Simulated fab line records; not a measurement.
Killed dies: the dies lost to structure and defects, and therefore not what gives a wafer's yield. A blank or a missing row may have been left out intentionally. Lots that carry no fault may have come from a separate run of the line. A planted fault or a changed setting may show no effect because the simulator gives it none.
Comparing a struck lot with a sound one    flow rit-cmos    23 steps out of a route of 202
Sound: wafers L658.1, L658.2, L658.4. The struck wafers were L665.1, L665.3, L665.5. The cause comes at the end.
For every step that has rows: the tool of each side, followed by ch and its chambers, followed by its first start. Under that, the readings that differ: sound wafers    struck wafers    difference of the means    sigmas: that difference in standard deviations of wafers without a fault.
alike: readings with means less than 2 such deviations apart, plus words and numbers identical on both sides. not compared: withheld readings, readings lacking a value on some wafer, bounds such as >300 that could conceal the same value, and numbers that have no deviation in the record and whose values overlap.
The two part at a step that has a row with sigmas, a row that says differs or no value, or rows on one side only. Non-overlapping numbers with no deviation appear without sigmas and do not part them. Lack of a reading on every wafer of one side parts them only where that side has two or more wafers.

RIT_SDANNEAL_RS_MEAS_06: the measuring method here is four-point-probe.
  sound on film-metro-02 at day 4 18:35; struck on film-metro-01 at day 6 05:06
  alike: PLDD_RS
RIT_SDANNEAL_RS_MEAS_07: the measuring method here is four-point-probe.
  sound on film-metro-02 at day 4 18:42; struck on film-metro-01 at day 6 05:13
  alike: NLDD_RS
then, 1 step without rows for these wafers: RIT_SILICIDE_WET_ETCH_00 (etches SiO2 in BOE, target depth 14 nm, time 15 s).
RIT_SILICIDE_SPUTTER_01: material Ti, target thk 30 nm, time 240 s.
  sound on pvd-sputter-01 at day 4 18:50; struck on pvd-sputter-03 at day 6 05:22
  alike: throttle-valve-pct
RIT_SILICIDE_RS_MEAS_02: the measuring method here is four-point-probe.
  sound on film-metro-04 at day 4 19:00; struck on film-metro-03 at day 6 05:31
  alike: SILICIDE_TI_RS
RIT_SILICIDE_THK_MEAS_03: measures by xrf.
  sound on film-metro-04 at day 4 19:07; struck on film-metro-03 at day 6 05:38
  alike: SILICIDE_TI_THK
RIT_SILICIDE_RTA_04: time 10 s, ramp up 5 s, ramp down 5 s.
  sound on rtp-anneal-01 ch 0, day 4 19:11; struck on rtp-anneal-02 ch 0, day 6 05:41
  alike: wafer_temp_C_max
then, 1 step without rows for these wafers: RIT_SILICIDE_WET_ETCH_05 (etches Ti in SPM, time 120 s).
RIT_SILICIDE_RTA_06: time 10 s, ramp up 5 s, ramp down 10 s.
  sound on rtp-anneal-02 ch 0, day 4 19:29; struck on rtp-anneal-01 ch 0, day 6 05:47
  alike: wafer_temp_C_max
RIT_CONTACT_CVD_00: deposits SiO2 from TEOS, target thk 400 nm, time 61 s.
  sound on pecvd-03 ch 0,1,2, day 4 19:33; struck on pecvd-01 ch 1,2, day 6 05:52
  alike: heater-power-w
  not compared: since-wet-clean-h
RIT_CONTACT_THK_MEAS_01:
  sound on film-metro-02 at day 4 19:36; struck on film-metro-03 at day 6 05:55
  alike: CONTACT_TEOS_THK
then, 1 step without rows for these wafers: RIT_CONTACT_HMDS_02 (prime time 60 s).
RIT_CONTACT_COAT_03: resist thk 1000 nm.
  sound on litho-track-03 ch 0, day 4 19:49; struck on litho-track-04 ch 0, day 6 06:07
reading                                       sound                 struck                difference  sigmas
spin-speed-rpm (rpm)                          3247.8 3252.4 3251.6  3493.8 3490.2 3490.1  +240.8      +99 or more
model.NOVOLAK_of_CONTACT_COAT_03.thk-nm (nm)  1004 1004 1005        961.7 960.6 961.2     -43.2       
  alike: dispense-pressure-kPa
then, 4 steps without rows for these wafers: RIT_CONTACT_SOFTBAKE_04 (time 60 s); RIT_CONTACT_EXPOSE_05 (exposes mask M11, target cd 1000 nm); RIT_CONTACT_PEB_06; RIT_CONTACT_DEVELOP_07 (develop time 120 s).
RIT_CONTACT_CD_MEAS_08: target cd 1000 nm.
  sound on cd-sem-01 at day 4 20:38; struck on cd-sem-01 at day 6 07:10
  alike: cd-nm
RIT_CONTACT_OVL_MEAS_09:
  sound on overlay-01 at day 4 20:45; struck on overlay-02 at day 6 07:17
  alike: CONTACT_OVL
then, 1 step without rows for these wafers: RIT_CONTACT_HARDBAKE_10 (time 60 s).
RIT_CONTACT_ETCH_11: etches SiO2 in CHF3/CF4/Ar, stops on TiSi2, target depth 480 nm, time 320 s.
  sound on rie-diel-04 ch 1,2,3, day 4 20:56; struck on rie-diel-03 ch 0,3, day 6 07:28
reading                                       sound              struck           difference  sigmas
model.NOVOLAK_of_CONTACT_COAT_03.thk-nm (nm)  772.4 774.2 769.4  735 734.6 734.9  -37         
  alike: drypump-motor-current-A, oes-product-au, throttle-valve-pct
  not compared: rf-hours-counter-h
RIT_CONTACT_STRIP_12: strips in O2, time 180 s.
  sound on plasma-asher-02 ch 0,1, day 4 21:08; struck on plasma-asher-02 ch 0,1, day 6 07:40
  alike: drypump-motor-current-A
  not compared: rf-hours-counter-h
RIT_M1_PROBE_99:
  sound on prober-02 at day 5 01:51; struck on prober-01 at day 6 12:22
  alike: killed_at_M0_to_M3, killed-at-contacts, killed-at-front-end, killed-dies, killed-open, killed-short

== WHERE THEY PART ==
RIT_CONTACT_COAT_03 only, going by this record. Later steps at which nothing parts them and some readings are alike: RIT_CONTACT_CD_MEAS_08, RIT_CONTACT_OVL_MEAS_09, RIT_CONTACT_ETCH_11, RIT_CONTACT_STRIP_12, RIT_M1_PROBE_99.

WHY: what had been put in by the simulator
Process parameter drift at RIT_CONTACT_COAT_03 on litho-track-04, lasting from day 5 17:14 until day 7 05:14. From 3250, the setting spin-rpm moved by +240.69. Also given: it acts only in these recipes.
